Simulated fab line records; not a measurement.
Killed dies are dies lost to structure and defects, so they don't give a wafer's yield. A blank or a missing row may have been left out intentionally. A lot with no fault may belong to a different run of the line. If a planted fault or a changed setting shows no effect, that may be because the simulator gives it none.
Which tool is to blame? -- flow rit_cmos -- Sampling: 7 lots, 21 wafers, 3 of 202 route steps

== WHAT THE GAUGES SHOWED, per wafer ==
RIT_SDANNEAL_RS_MEAS_04: uses a four-point probe to measure.
lot,measured,on,PSD_RS (ohm/sq)
L154,day 3 12:50,film_metro-03,115.9 115.5 115.7
L156,day 3 22:34,film_metro-03,94.1 94.2 94.3
L165,day 5 20:58,film_metro-02,116.4 116.1 116.3
L169,day 6 16:30,film_metro-03,115.9 115.8 115.9
L171,day 7 03:21,film_metro-02,116.5 116.5 116.1
L173,day 7 10:52,film_metro-02,115.8 116.3 116.3
L175,day 7 21:26,film_metro-02,116.2 116.3 116.4

== WHAT TOOL EACH LOT RAN ON (gives the tool, then ch and the chambers of the sampled wafers, and finally the start) ==
lot,RIT_GATE_STRIP_20,RIT_SDANNEAL_RTA_03
L154,"plasma_asher-04 ch 0,1, day 3 00:37","rtp_anneal-02 ch 0, day 3 12:47"
L156,"plasma_asher-01 ch 0,1, day 3 10:07","rtp_anneal-02 ch 0, day 3 22:30"
L165,"plasma_asher-04 ch 0,1, day 5 08:12","rtp_anneal-01 ch 0, day 5 20:53"
L169,"plasma_asher-03 ch 0,1, day 6 02:37","rtp_anneal-01 ch 0, day 6 16:26"
L171,"plasma_asher-03 ch 1, day 6 13:37","rtp_anneal-01 ch 0, day 7 03:17"
L173,"plasma_asher-04 ch 0,1, day 6 22:38","rtp_anneal-01 ch 0, day 7 10:48"
L175,"plasma_asher-04 ch 0,1, day 7 07:31","rtp_anneal-01 ch 0, day 7 21:23"
- RIT_GATE_STRIP_20: strips in O2, time 180 s.
- RIT_SDANNEAL_RTA_03: time 5 s.

== THE ANSWER, worked out from the rows above alone ==
Rule: what is usual is taken from the lots themselves. The widest of any qualifying gaps counts: lots, ordered by their means at a reading, are off when they make up no more than a third of the lots, leave a main group of 4 or more, and stand apart from it by 3 or more times the standard deviation of that group's means. The tables above print the reading to a certain number of digits; a main group whose means all agree to those digits is not used. Also off: a lot with no number at a reading for which 4 or more lots have one. Any other lot the step has rows for is counted as sound.
Off: L156, at RIT_SDANNEAL_RS_MEAS_04 (PSD_RS). For the main group the mean is 116.1 ohm/sq and the standard deviation 0.24.
A tool fits if, at a process step before that reading, it ran every lot that is off, and no sound lot after the first of them. Those tools and the gauges at RIT_SDANNEAL_RS_MEAS_04 are tried in the same way. Can't be told from this: 2 tools fit, plasma_asher-01 at RIT_GATE_STRIP_20, rtp_anneal-02 at RIT_SDANNEAL_RTA_03.

== WHAT WAS PUT IN BY THE SIMULATOR ==
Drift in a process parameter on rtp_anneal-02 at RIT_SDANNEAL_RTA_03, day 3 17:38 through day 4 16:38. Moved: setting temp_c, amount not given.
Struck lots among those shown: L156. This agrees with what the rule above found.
